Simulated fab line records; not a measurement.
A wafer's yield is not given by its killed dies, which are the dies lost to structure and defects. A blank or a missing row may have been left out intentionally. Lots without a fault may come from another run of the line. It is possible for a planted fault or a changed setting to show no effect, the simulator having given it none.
fab line records ; flow berkeley-cmos170
record: lots: 6; wafers: 18; last-day: 11
route steps=331 shown NVT@111 PVT@115
lots untouched by any fault: they come from a run of this same line in which no faults occurred
start-h: hours from the record's first day to the start of the lot's first wafer shown ; wait-h: hours since the lot's step before ; " identical to the entry in the row above ; L1.1+2: one row covering several wafers at once ; - no value present, or no start provided ; * or withheld: withheld ; < > ~ a bound
route shown NAME@n: NAME is a module with steps in the file, n the number in the route of the first one ; usual: average and standard deviation across the fault-free wafers ; same: alike in all rows ; chamber/n: place in a boat ; sites: per-site readings ; _std_site: standard deviation of those values ; _edge_site: outer sites' mean less inner sites' ; radius-mm: for every site, how far away it sits from the centre of the wafer ; mask NAME#n: copy n ; behind: the tool/chamber that last shaped the wafer ; hold: why the lot went on hold/how many hours it stayed there/how the hold came to an end ; device: transistor that didn't switch, given as n, p or np ; end of line: tests run on the same wafers once the route is complete ; a step with no rows: only its recipe ; killed: dies that structure and defects cost at the first sort, which is not the same as the wafer's yield ; map: a wafer's dies, x killed, . not, _ none there
set.NAME: the setting that was run; set.NAME@STEP: the one run at that earlier step ; model.NAME: the simulator's own value behind a step, which no gauge read
lots seen at some steps along the route; tables by step, rows by wafer
services: the hour from which a tool's chamber was out of use, counted from the record's first day as start-h (under 0 if before that day), plus the number of hours and why
== steps ==
step: UCB170_NVT_IMPLANT_07
recipe: species: BF2; dose-cm2: 3e+12; energy-kev: 50; tilt-deg: 7
step: UCB170_NVT_STRIP_08
recipe: chemistry: O2; power-w: 400; pressure-mtorr: 3500; platen-temp-c: withheld; o2-flow-sccm: 400; overash-fraction: 0.5
usual: chamber-pressure-mTorr: 3500/3.1; drypump-motor-current-A: 5.9/0.38; oes-product-au: 0.734/0.0043; strip-time-to-endpoint-s: 21.63/0.054
lot.wafer;tool;chamber;start-h;wait-h;chamber-pressure-mTorr;drypump-motor-current-A;oes-product-au;rf-hours-counter-h;strip-time-to-endpoint-s
L328.1;plasma-asher-02;1;140.99;0.1;3500;5.5;0.729;3;21.55
L328.5;plasma-asher-02;0;140.99;0.1;3502;6.4;0.732;-;21.61
L328.6;plasma-asher-02;1;140.99;0.1;3492;5.5;0.734;-;21.58
L339.1;plasma-asher-02;1;184.16;0.1;3502;5.4;0.728;9;21.55
L339.4;plasma-asher-02;0;184.16;0.1;3498;6.3;0.731;-;21.59
L339.6;plasma-asher-02;0;184.16;0.1;3505;6.4;0.734;-;21.56
L337.2;plasma-asher-01;0;184.34;0.1;3495;6.2;0.734;51;21.64
L337.5;plasma-asher-01;0;184.34;0.1;3505;6.2;0.731;-;21.70
L337.6;plasma-asher-01;1;184.34;0.1;3507;6.0;0.737;-;21.71
L344.1;plasma-asher-01;1;209.57;0.1;3498;5.9;0.736;54;21.60
L344.2;plasma-asher-01;0;209.57;0.1;3500;6.2;0.727;54;21.55
L344.3;plasma-asher-01;0;209.57;0.1;3498;6.1;0.730;-;21.58
L342.1;plasma-asher-02;1;209.66;0.1;3500;5.5;0.725;12;21.73
L342.2;plasma-asher-02;0;209.66;0.1;3501;6.3;0.732;12;21.69
L342.5;plasma-asher-02;1;209.66;0.1;3495;5.5;0.743;-;21.64
L345.2;plasma-asher-01;0;220.45;0.1;3500;6.2;0.735;55;21.51
L345.5;plasma-asher-01;0;220.45;0.1;3505;6.2;0.740;-;21.58
L345.6;plasma-asher-01;1;220.45;0.1;3494;5.9;0.737;-;21.56
step: UCB170_NVT_TW_MEAS_09
usual: NVT_TW: 525/4.7
lot.wafer;tool;chamber;start-h;wait-h;NVT_TW
L328.1;film-metro-01;-;141.09;0.1;522
L328.5;film-metro-01;-;141.09;0.1;524
L328.6;film-metro-01;-;141.09;0.1;519
L339.1;film-metro-02;-;184.26;0.1;530
L339.4;film-metro-02;-;184.26;0.1;528
L339.6;film-metro-02;-;184.26;0.1;531
L337.2;film-metro-01;-;184.45;0.1;524
L337.5;film-metro-01;-;184.45;0.1;523
L337.6;film-metro-01;-;184.45;0.1;526
L344.1;film-metro-02;-;209.67;0.1;535
L344.2;film-metro-02;-;209.67;0.1;533
L344.3;film-metro-02;-;209.67;0.1;534
L342.1;film-metro-01;-;209.76;0.1;522
L342.2;film-metro-01;-;209.76;0.1;523
L342.5;film-metro-01;-;209.76;0.1;523
L345.2;film-metro-01;-;220.58;0.1;526
L345.5;film-metro-01;-;220.58;0.1;525
L345.6;film-metro-01;-;220.58;0.1;525
step: UCB170_NVT_CLEAN_10
recipe: chemistry: SPM; temp-c: 120; time-s: 600
step: UCB170_PVT_HMDS_00
recipe: prime-time-s: 60; prime-temp-c: 100
step: UCB170_PVT_COAT_01
recipe: resist: KrF; spin-rpm: 1500; resist-thk-nm: 900
step: UCB170_PVT_SOFTBAKE_02
recipe: resist: KrF; temp-c: 130; time-s: 60
step: UCB170_PVT_EXPOSE_03
recipe: mask-id: NWELL; target-cd-nm: 3000; na: 0.5; sigma-outer: 0.6; source-shape: conventional; dose-mj: 30
step: UCB170_PVT_PEB_04
recipe: peb-temp-c: 130; peb-time-s: withheld; resist: KrF
step: UCB170_PVT_DEVELOP_05
recipe: developer: TMAH; develop-time-s: 45; resist: KrF; dev-temp-c: 21
step: UCB170_PVT_OVL_MEAS_06
usual: PVT_OVL: 0/4.6
lot.wafer;tool;chamber;start-h;wait-h;PVT_OVL[nm]
L328.1;overlay-01;-;142.62;-;-3
L328.5;overlay-01;-;142.62;-;-1
L328.6;overlay-01;-;142.62;-;3
L337.2;overlay-01;-;188.49;-;7
L337.5;overlay-01;-;188.49;-;9
L337.6;overlay-01;-;188.49;-;4
L339.1;overlay-02;-;188.71;-;-1
L339.4;overlay-02;-;188.71;-;-2
L339.6;overlay-02;-;188.71;-;2
L344.1;overlay-01;-;212.59;-;8
L344.2;overlay-01;-;212.59;-;-2
L344.3;overlay-01;-;212.59;-;-1
L342.1;overlay-02;-;212.91;-;4
L342.2;overlay-02;-;212.91;-;1
L342.5;overlay-02;-;212.91;-;2
L345.2;overlay-01;-;222.07;-;-9
L345.5;overlay-01;-;222.07;-;-10
L345.6;overlay-01;-;222.07;-;1
step: UCB170_PVT_IMPLANT_07
recipe: species: P; dose-cm2: 2e+12; energy-kev: 30; tilt-deg: 7
step: UCB170_PVT_STRIP_08
recipe: chemistry: O2; power-w: 400; pressure-mtorr: 3500; platen-temp-c: withheld; o2-flow-sccm: 400; overash-fraction: 0.5
usual: chamber-pressure-mTorr: 3500/3.3; drypump-motor-current-A: 5.9/0.53; oes-product-au: 0.735/0.0044; strip-time-to-endpoint-s: 21.65/0.049
lot.wafer;tool;chamber;start-h;wait-h;chamber-pressure-mTorr;drypump-motor-current-A;oes-product-au;rf-hours-counter-h;strip-time-to-endpoint-s;model.KrF_of_PVT_COAT_01.thk-nm
L328.1;plasma-asher-04;0;142.81;0.1;3497;6.1;0.733;35;21.65;0
L328.5;plasma-asher-04;0;142.81;0.1;3504;6.1;0.736;-;21.59;0
L328.6;plasma-asher-04;1;142.81;0.1;3500;6.7;0.740;-;21.55;0
L337.2;plasma-asher-04;1;188.67;0.1;-;-;-;-;-;884.6
L337.5;plasma-asher-04;1;188.67;0.1;-;-;-;-;-;888.8
L337.6;plasma-asher-04;0;188.67;0.1;-;-;-;-;-;887.7
L339.1;plasma-asher-04;0;188.89;0.1;-;-;-;-;-;889.7
L339.4;plasma-asher-04;1;188.89;0.1;-;-;-;-;-;885.5
L339.6;plasma-asher-04;1;188.89;0.1;-;-;-;-;-;885.4
L344.1;plasma-asher-03;1;212.77;0.1;3501;5.4;0.734;48;21.70;0
L344.2;plasma-asher-03;0;212.77;0.1;3503;5.1;0.732;48;21.72;0
L344.3;plasma-asher-03;1;212.77;0.1;3504;5.4;0.728;-;21.72;0
L342.1;plasma-asher-03;0;213.10;0.1;3500;5.1;0.737;48;21.62;0
L342.2;plasma-asher-03;1;213.10;0.1;3498;5.4;0.738;48;21.65;0
L342.5;plasma-asher-03;0;213.10;0.1;3499;5.1;0.732;-;21.64;0
L345.2;plasma-asher-03;1;222.25;0.1;3499;5.4;0.740;49;21.61;0
L345.5;plasma-asher-03;0;222.25;0.1;3500;5.1;0.741;-;21.64;0
L345.6;plasma-asher-03;1;222.25;0.1;3499;5.4;0.727;-;21.67;0
step: UCB170_PVT_TW_MEAS_09
usual: PVT_TW: 512/5.7
lot.wafer;tool;chamber;start-h;wait-h;PVT_TW
L328.1;film-metro-04;-;142.91;0.1;513
L328.5;film-metro-04;-;142.91;0.1;517
L328.6;film-metro-04;-;142.91;0.1;513
L337.2;film-metro-03;-;188.78;0.1;501
L337.5;film-metro-03;-;188.78;0.1;500
L337.6;film-metro-03;-;188.78;0.1;500
L339.1;film-metro-04;-;188.99;0.1;513
L339.4;film-metro-04;-;188.99;0.1;518
L339.6;film-metro-04;-;188.99;0.1;517
L344.1;film-metro-03;-;212.87;0.1;503
L344.2;film-metro-03;-;212.87;0.1;509
L344.3;film-metro-03;-;212.87;0.1;503
L342.1;film-metro-02;-;213.20;0.1;521
L342.2;film-metro-02;-;213.20;0.1;521
L342.5;film-metro-02;-;213.20;0.1;515
L345.2;film-metro-04;-;222.36;0.1;512
L345.5;film-metro-04;-;222.36;0.1;513
L345.6;film-metro-04;-;222.36;0.1;515
== services ==
tool;chamber;start-h;hours;kind
plasma-asher-02;0;117.75;-;clean
plasma-asher-02;1;117.75;-;clean
plasma-asher-02;-;126.81;1.4;repair
plasma-asher-03;-;165.06;2.8;pm
plasma-asher-03;-;176.56;14.6;pm
plasma-asher-03;-;219.76;1.7;repair
== key ==
first-sign: step: UCB170_PVT_STRIP_08; reading: tool-record; direction: missing
effect none on later readings
model-effect: step: UCB170_PVT_STRIP_08; value: KrF_of_PVT_COAT_01.thk-nm; without: 0; struck: 887
met-at UCB170_PVT_STRIP_08
struck-wafers L337.2,L337.5,L337.6,L339.1,L339.4,L339.6
later-rows-left-out L337.2,L337.5,L337.6,L339.1,L339.4,L339.6
sort-left-out L337.2,L337.5,L337.6,L339.1,L339.4,L339.6
tester-left-out L337,L339
onset-between 142.81 188.67
fault: kind: skipped-step-whole; tool: plasma-asher-04; chamber: -; onset-h: 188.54; steps: UCB170_PVT_STRIP_08; scope: struck-lots-only
tester-left-out: of these lots the tester's yield and bins aren't shown, on N5 and GAA mostly nor the transistor test; their killed dies are dies lost to structure and defects alone, not to doping, threshold or leakage, so they don't give the yield
sort-left-out: the simulated sort isn't trusted on such a fault, so these wafers' sort isn't shown, and their yield isn't known
later-rows-left-out: the simulator's readings of these wafers behind a module that went badly wrong aren't trusted and aren't shown, but for the sort
